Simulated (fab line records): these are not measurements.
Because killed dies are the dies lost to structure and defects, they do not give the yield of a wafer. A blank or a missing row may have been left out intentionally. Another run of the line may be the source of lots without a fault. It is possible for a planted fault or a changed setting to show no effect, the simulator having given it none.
fab line records	flow berkeleyCmos170
[record] lots = 14	wafers = 42	lastDay = 12
route steps=331 shown WELLDRIVE@56
lots that met no fault: from a run of the same line without faults
startH: start of the lot's first displayed wafer, in hours after the record's first day	waitH: hours elapsed since this lot's preceding step	" as in the row above	L1.1+2: a row that stands for several wafers	- no value, or no start given	* or withheld: withheld	< > ~ a bound
route shown NAME@n: NAME is a module with steps in the file, n the number in the route of the first one	usual: mean/standard deviation taken from wafers without a fault	same: alike in all rows	chamber/n: place in a boat	sites: readings site by site	_std_site: their standard deviation	_edge_site: the outer-site mean with the inner-site mean subtracted	radiusMm: how far each site lies from the wafer's centre	mask NAME#n: copy n	behind: the last tool/chamber to shape the wafer	hold: cause of the lot's hold/its duration in hours/its outcome	device: names the non-switching transistor (n, p or np)	end of line: the tests these same wafers got at the end of their route	a step with no rows: only its recipe	killed: count of dies lost to structure and defects at first sort (not the wafer's yield)	map: per-die view of a wafer (x killed, . not killed, _ where there is no die)
set.NAME: the setting as run; set.NAME@STEP: as run at that earlier step	model.NAME: the simulator's own value behind a step, which no gauge read
route steps across a sampled set of lots; one table per step, one row per wafer
services: a tool's chamber out of use, with start hour (startH, from the record's first day; less than 0 if before it), hours out, and reason
[[steps]]
[step UCB170_WELLDRIVE_OXIDATION_01]
[recipe] tempC = 1100	ambient = O2	targetThkA = 1990	oxTimeS = 9000
[usual] oxTimeS = 9000/0	spikeTcLoadC = 1126.8/3	zonePowerLoadPct = 43.3/2.5
lot.wafer	tool	chamber	startH	waitH	oxTimeS	spikeTcLoadC	zonePowerLoadPct
L134.2	furnace-04	0	56.38	4.8	9000	1130.5	44.5
L134.4	"	0	"	"	9000	1132.6	45.0
L134.5	"	0	"	"	9000	1131.7	44.3
L135.4	furnace-04	0	56.38	1.2	9000	1130.9	44.2
L135.5	"	0	"	"	9000	1130.5	44.6
L135.6	"	0	"	"	9000	1132.6	45.7
L136.1	furnace-03	0	68.21	0.4	9000	1123.1	41.3
L136.2	"	0	"	"	9000	1123.3	40.5
L136.6	"	0	"	"	9000	1125.2	40.4
L137.1	furnace-03	0	68.21	0.8	9000	1123.9	41.1
L137.4	"	0	"	"	9000	1124.3	41.1
L137.6	"	0	"	"	9000	1124.9	40.1
L138.2	furnace-03	0	68.21	0.8	9000	1124.9	41.4
L138.5	"	0	"	"	9000	1123.6	40.9
L138.6	"	0	"	"	9000	1125.1	40.9
L141.3	furnace-03	0	92.40	1.2	9000	1125.5	40.5
L141.5	"	0	"	"	9000	1125.5	41.2
L141.6	"	0	"	"	9000	1125.0	40.8
L142.2	furnace-03	0	95.90	0.6	10800	1121.8	41.6
L142.3	"	0	"	"	10800	1125.8	40.7
L142.5	"	0	"	"	10800	1123.8	41.1
L143.2	furnace-03	0	100.73	0.8	10800	1123.0	40.3
L143.3	"	0	"	"	10800	1125.5	41.2
L143.6	"	0	"	"	10800	1123.0	41.1
L144.1	furnace-01	0	105.53	1.8	9000	1127.5	46.5
L144.3	"	0	"	"	9000	1127.1	46.2
L144.6	"	0	"	"	9000	1129.1	46.5
L150.1	furnace-01	0	138.07	2.6	9000	1127.0	46.7
L150.2	"	0	"	"	9000	1127.8	46.5
L150.5	"	0	"	"	9000	1128.8	47.3
L151.2	furnace-01	0	142.92	2.1	9000	1126.7	46.1
L151.5	"	0	"	"	9000	1129.2	45.9
L151.6	"	0	"	"	9000	1125.7	46.6
L154.1	furnace-01	0	158.67	3.1	9000	1127.5	45.8
L154.2	"	0	"	"	9000	1128.7	46.6
L154.5	"	0	"	"	9000	1127.8	46.8
L155.2	furnace-04	0	168.20	2.3	9000	1131.2	44.6
L155.3	"	0	"	"	9000	1131.8	45.3
L155.6	"	0	"	"	9000	1130.9	44.8
L156.3	furnace-04	0	168.20	2.7	9000	1131.6	44.6
L156.4	"	0	"	"	9000	1131.0	45.3
L156.5	"	0	"	"	9000	1129.1	44.7
[step UCB170_WELLDRIVE_THK_MEAS_02]
[recipe] reads = SiO2_of_WELLDRIVE_OXIDATION_01
[usual] WELLDRIVE_OXIDE_THK = 199/3.8
lot.wafer	tool	chamber	startH	waitH	hold	WELLDRIVE_OXIDE_THK[nm]
L134.2	filmMetro-04	-	59.89	0.0	-	200
L134.4	"	-	"	"	-	200
L134.5	"	-	"	"	-	199
L135.4	filmMetro-01	-	59.91	0.0	-	198
L135.5	"	-	"	"	-	200
L135.6	"	-	"	"	-	200
L137.1	filmMetro-01	-	71.71	0.0	-	200
L137.4	"	-	"	"	-	202
L137.6	"	-	"	"	-	205
L138.2	filmMetro-04	-	71.75	0.0	-	200
L138.5	"	-	"	"	-	200
L138.6	"	-	"	"	-	198
L136.1	filmMetro-01	-	71.77	0.1	-	200
L136.2	"	-	"	"	-	198
L136.6	"	-	"	"	-	199
L141.3	filmMetro-02	-	95.92	0.0	-	200
L141.5	"	-	"	"	-	197
L141.6	"	-	"	"	-	199
L142.2	filmMetro-04	-	99.41	0.0	awaitDispo/0.2h/release	223
L142.3	"	-	"	"	awaitDispo/0.2h/release	223
L142.5	"	-	"	"	awaitDispo/0.2h/release	225
L142.2	filmMetro-04	-	99.66	0.2	-	223
L142.3	"	-	"	"	-	223
L142.5	"	-	"	"	-	225
L143.2	filmMetro-01	-	104.24	0.0	awaitDispo/0.2h/release	227
L143.3	"	-	"	"	awaitDispo/0.2h/release	225
L143.6	"	-	"	"	awaitDispo/0.2h/release	226
L143.2	filmMetro-01	-	104.47	0.2	-	227
L143.3	"	-	"	"	-	225
L143.6	"	-	"	"	-	226
L144.1	filmMetro-04	-	109.03	0.0	-	203
L144.3	"	-	"	"	-	198
L144.6	"	-	"	"	-	201
L150.1	filmMetro-04	-	141.57	0.0	-	193
L150.2	"	-	"	"	-	194
L150.5	"	-	"	"	-	196
L151.2	filmMetro-04	-	146.43	0.0	-	200
L151.5	"	-	"	"	-	198
L151.6	"	-	"	"	-	201
L154.1	filmMetro-01	-	162.17	0.0	-	199
L154.2	"	-	"	"	-	195
L154.5	"	-	"	"	-	197
L156.3	filmMetro-02	-	171.72	0.0	-	194
L156.4	"	-	"	"	-	197
L156.5	"	-	"	"	-	195
L155.2	filmMetro-02	-	171.77	0.1	-	201
L155.3	"	-	"	"	-	201
L155.6	"	-	"	"	-	203
[[services]]
tool	chamber	startH	hours	kind
furnace-01	-	99.41	3.1	pm
furnace-04	-	113.14	2.7	pm
furnace-01	-	120.56	3.6	pm
furnace-01	-	124.19	4.0	pm
[[key]]
[firstSign] step = UCB170_WELLDRIVE_OXIDATION_01	reading = oxTimeS	direction = up	sigmas = 99+	usual = *	struck = *
[effect] step = UCB170_WELLDRIVE_THK_MEAS_02	reading = visit	direction = added
[effect] step = UCB170_WELLDRIVE_THK_MEAS_02	reading = WELLDRIVE_OXIDE_THK	direction = up	sigmas = 6.8	usual = 199	struck = 225
metAt UCB170_WELLDRIVE_OXIDATION_01
struckLots L142,L143
testerLeftOut L142,L143
[fault] kind = processParameterDrift	tool = furnace-03	chamber = -	onsetH = 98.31	steps = UCB170_WELLDRIVE_OXIDATION_01	channel = oxTimeS	offset = *	shape = step	endH = 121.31	actsIn = *	stated = *
// testerLeftOut: of these lots the tester's yield and bins aren't shown, on N5 and GAA mostly nor the transistor test; their killed dies are dies lost to structure and defects alone, not to doping, threshold or leakage, so they don't give the yield
